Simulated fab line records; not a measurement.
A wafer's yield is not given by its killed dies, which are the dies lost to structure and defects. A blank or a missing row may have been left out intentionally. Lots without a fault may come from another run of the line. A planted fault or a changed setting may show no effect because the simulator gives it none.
A struck lot beside a sound one	flow rit cmos	33 out of 202 route steps
Sound: wafers L231.3, L231.4, L231.5. Struck: wafers L237.2, L237.5, L237.6. At the end, the cause is stated.
At each step with rows: each side's tool, then ch and its chambers, then its first start. Under that, the readings that differ: sound wafers	struck wafers	difference of the means	sigmas: that difference in standard deviations of wafers without a fault.
alike: same words and numbers on both sides, and readings whose means sit less than 2 such deviations apart. not compared: any withheld reading, any reading some wafer has no value for, any bound like >300 that may hide the same value, and any number with overlapping values for which the record gives no deviation.
Wherever a step has rows on one side only, a row that says differs or no value, or a row with sigmas, the two part there. Numbers that have no deviation but don't overlap get no sigmas and don't part them. A reading that every wafer of one side lacks parts them only if that side has two wafers or more.

first, 1 step without rows for these wafers: RIT_PWELL_DEVELOP_05 (develop time 68 s).
RIT_PWELL_OVL_MEAS_06:
  sound on overlay-02, day 3 12:21; struck on overlay-01, day 4 17:47
  alike: PWELL_OVL
then, 2 steps without rows for these wafers: RIT_PWELL_HARDBAKE_07 (time 120 s); RIT_PWELL_IMPLANT_08.
RIT_PWELL_STRIP_09: strips in O2, time 180 s.
  sound on plasma asher-02 ch 0,1, day 3 12:50; struck on plasma asher-03 ch 0,1, day 4 18:13
  alike: chamber pressure mTorr, drypump motor current A
  not compared: rf hours counter h
RIT_PWELL_TW_MEAS_10:
  sound on film metro-03, day 3 12:58; struck on film metro-04, day 4 18:25
reading	sound	struck	difference	sigmas
PWELL_TW	952 958 954	973 969 967	+15	+2
then, 1 step without rows for these wafers: RIT_WELLDRIVE_ANNEAL_00 (time 14700 s).
RIT_WELLDRIVE_RS_MEAS_01: measurement is done with a four-point probe.
  sound on film metro-04, day 3 18:08; struck on film metro-04, day 4 23:54
  alike: NWELL_RS
RIT_WELLDRIVE_RS_MEAS_02: measurement is done with a four-point probe.
  sound on film metro-04, day 3 18:15; struck on film metro-04, day 5 00:01
  alike: PWELL_RS
then, 3 steps without rows for these wafers: RIT_NRETRO_HMDS_00 (prime time 60 s); RIT_NRETRO_COAT_01 (resist thk 1300 nm); RIT_NRETRO_SOFTBAKE_02 (time 60 s).
RIT_NRETRO_EXPOSE_03: exposes mask M4, target cd 43900 nm.
  sound on iline stepper-01 ch 0, day 3 18:57; struck on iline stepper-01 ch 0, day 5 00:35
reading	sound	struck	difference	sigmas
mask	M4#0 M4#0 M4#0	M5#0 M5#0 M5#0	differs	
then, 2 steps without rows for these wafers: RIT_NRETRO_PEB_04; RIT_NRETRO_DEVELOP_05 (develop time 68 s).
RIT_NRETRO_OVL_MEAS_06:
  sound on overlay-01, day 3 19:21; struck on overlay-01, day 5 01:08
reading	sound	struck	difference	sigmas
NRETRO_OVL (nm)	0.2 0.5 0.2	- - -	no value on the struck wafers	
then, 2 steps without rows for these wafers: RIT_NRETRO_HARDBAKE_07 (time 120 s); RIT_NRETRO_IMPLANT_08.
RIT_NRETRO_STRIP_09: strips in O2, time 180 s.
  sound on plasma asher-02 ch 0,1, day 3 20:00; struck on plasma asher-02 ch 0,1, day 5 01:34
  alike: chamber pressure mTorr, drypump motor current A
  not compared: rf hours counter h
RIT_NRETRO_TW_MEAS_10:
  sound on film metro-01, day 3 20:08; struck on film metro-03, day 5 01:46
reading	sound	struck	difference	sigmas
NRETRO_TW	1045 1049 1040	30 30 30	-1015	-99 or more
then, 6 steps without rows for these wafers: RIT_PRETRO_HMDS_00 (prime time 60 s); RIT_PRETRO_COAT_01 (resist thk 1300 nm); RIT_PRETRO_SOFTBAKE_02 (time 60 s); RIT_PRETRO_EXPOSE_03 (exposes mask M5, target cd 43700 nm); RIT_PRETRO_PEB_04; RIT_PRETRO_DEVELOP_05 (develop time 68 s).
RIT_PRETRO_OVL_MEAS_06:
  sound on overlay-02, day 3 21:04; struck on overlay-01, day 5 02:41
  alike: PRETRO_OVL
then, 2 steps without rows for these wafers: RIT_PRETRO_HARDBAKE_07 (time 120 s); RIT_PRETRO_IMPLANT_08.
RIT_PRETRO_STRIP_09: strips in O2, time 180 s.
  sound on plasma asher-04 ch 0,1, day 3 21:33; struck on plasma asher-01 ch 0,1, day 5 03:07
  alike: chamber pressure mTorr, drypump motor current A
  not compared: rf hours counter h
RIT_PRETRO_TW_MEAS_10:
  sound on film metro-01, day 3 21:41; struck on film metro-04, day 5 03:19
reading	sound	struck	difference	sigmas
PRETRO_TW	471 471 471	1086 1078 1081	+611	+99 or more
then, 1 step without rows for these wafers: RIT_GATE_WET_ETCH_00 (etches SiO2 in BOE, target depth 56 nm, time 60 s).
RIT_M1_PROBE_99:
  only the struck wafers here have rows in the record (prober-01, day 6 07:35); the sound ones have none

== WHERE THEY PART ==
First at RIT_PWELL_TW_MEAS_10; last, within this record, at RIT_M1_PROBE_99.

WHY: the cause the simulator had injected
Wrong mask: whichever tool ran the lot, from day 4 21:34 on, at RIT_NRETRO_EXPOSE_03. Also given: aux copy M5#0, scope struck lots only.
